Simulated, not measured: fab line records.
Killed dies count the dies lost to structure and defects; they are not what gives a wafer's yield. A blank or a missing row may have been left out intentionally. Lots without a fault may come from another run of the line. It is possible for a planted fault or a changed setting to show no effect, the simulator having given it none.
One fault through the eyes of 2 desks | flow rit-cmos | every desk sees just its own numbers, and what lay behind them comes last

== AT THE TOOL OWNER'S DESK: furnace-01 ==
The tool's own readings at RIT_FOX2_OXIDATION_00 (target thk 350.7 nm, ox time 1130 s): means of the sampled wafers that have a number, for each lot that ran on this tool. The brackets show how far a lot's mean lies from the usual mean; more than 4 standard deviations puts the lot out of limits, marked OUT.
Columns: A = spike-tc-centre-C at RIT_FOX2_OXIDATION_00, usual 1103.6 C; B = spike-tc-load-C at RIT_FOX2_OXIDATION_00, usual 1131.3 C; C = spike-tc-source-C at RIT_FOX2_OXIDATION_00, usual 1124.9 C; D = tube-center-temp-C at RIT_FOX2_OXIDATION_00, usual 1100 C; E = tube_center_temp_C_max at RIT_FOX2_OXIDATION_00, usual 1102.8; F = zone-power-centre-pct at RIT_FOX2_OXIDATION_00, usual 59.0 %; G = zone-power-load-pct at RIT_FOX2_OXIDATION_00, usual 44.2 %
lot  | first seen here | A                | B                | C                | D                      | E                        | F    | G
L294 | day 2 14:05     | 1102.7           | 1131.6           | 1122.3           | 1100                   | 1102.9                   | 56.8 | 44.2
L297 | day 3 05:32     | 1101.9           | 1132.2           | 1121.6           | 1100                   | 1103.0                   | 56.8 | 43.9
L298 | day 3 09:11     | 1159.8 (+37) OUT | 1190.1 (+29) OUT | 1180.1 (+26) OUT | 1157 (+99 or more) OUT | 1159.9 (+99 or more) OUT | 60.7 | 49.0
L304 | day 4 16:44     | 1159.1 (+37) OUT | 1190.1 (+29) OUT | 1180.7 (+27) OUT | 1157 (+99 or more) OUT | 1160.1 (+99 or more) OUT | 61.2 | 48.9
This desk's verdict: out of limits on L298, L304, starting with L298 at day 3 09:11 (spike-tc-centre-C at RIT_FOX2_OXIDATION_00). In limits: L294, L297.

== AT THE METROLOGY DESK ==
Means of the sampled wafers that have a number, per lot and without regard to the tool the lot ran on: this is what the gauges read. The brackets show how far a lot's mean lies from the usual mean; more than 4 standard deviations puts the lot out of limits, marked OUT.
Columns: A = FOX2_OXIDE_THK at RIT_FOX2_THK_MEAS_01, usual 353 nm; B = FIELD_OXIDE_LEFT_1_THK at RIT_FOX2_THK_MEAS_90, usual 326 nm; C = FIELD_OXIDE_LEFT_2_THK at RIT_FOX2_THK_MEAS_91, usual 258 nm
lot  | first seen here | A             | B             | C
L290 | day 1 18:40     | 349           | 321           | 253
L291 | day 1 23:19     | 347           | 320           | 251
L292 | day 2 04:20     | 353           | 326           | 257
L294 | day 2 15:24     | 357           | 329           | 261
L295 | day 2 21:47     | 344           | 316           | 248
L296 | day 3 02:11     | 349           | 322           | 254
L297 | day 3 06:52     | 353           | 326           | 258
L298 | day 3 10:32     | 446 (+16) OUT | 419 (+15) OUT | 351 (+15) OUT
L304 | day 4 18:02     | 438 (+14) OUT | 411 (+14) OUT | 343 (+14) OUT
L305 | day 4 23:38     | 356           | 329           | 262
L306 | day 5 03:17     | 359           | 333           | 266
L307 | day 5 07:28     | 357           | 329           | 261
L309 | day 5 18:10     | 363           | 335           | 268
L312 | day 6 09:23     | 356           | 328           | 261
This desk finds L298, L304 out of limits, with the earliest case on L298 at day 3 10:32 (FOX2_OXIDE_THK at RIT_FOX2_THK_MEAS_01). In limits: L290, L291, L292, L294, L295, L296, L297, L305, L306, L307, L309, L312.

== PUT TOGETHER ==
An alarm could have come from the tool owner's desk at day 3 09:11, on L298, L304.
Metrology desk: alarm possible at day 3 10:32 on L298, L304.
On furnace-01, each named lot ran RIT_FOX2_OXIDATION_00.

== WHAT THE SIMULATOR PUT IN ==
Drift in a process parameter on furnace-01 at RIT_FOX2_OXIDATION_00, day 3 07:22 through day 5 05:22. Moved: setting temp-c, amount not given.
Lots struck among those shown: L298, L304.
Time in hours from fault onset to the first out-of-limits reading at each desk: tool owner's desk 2, metrology desk 3.
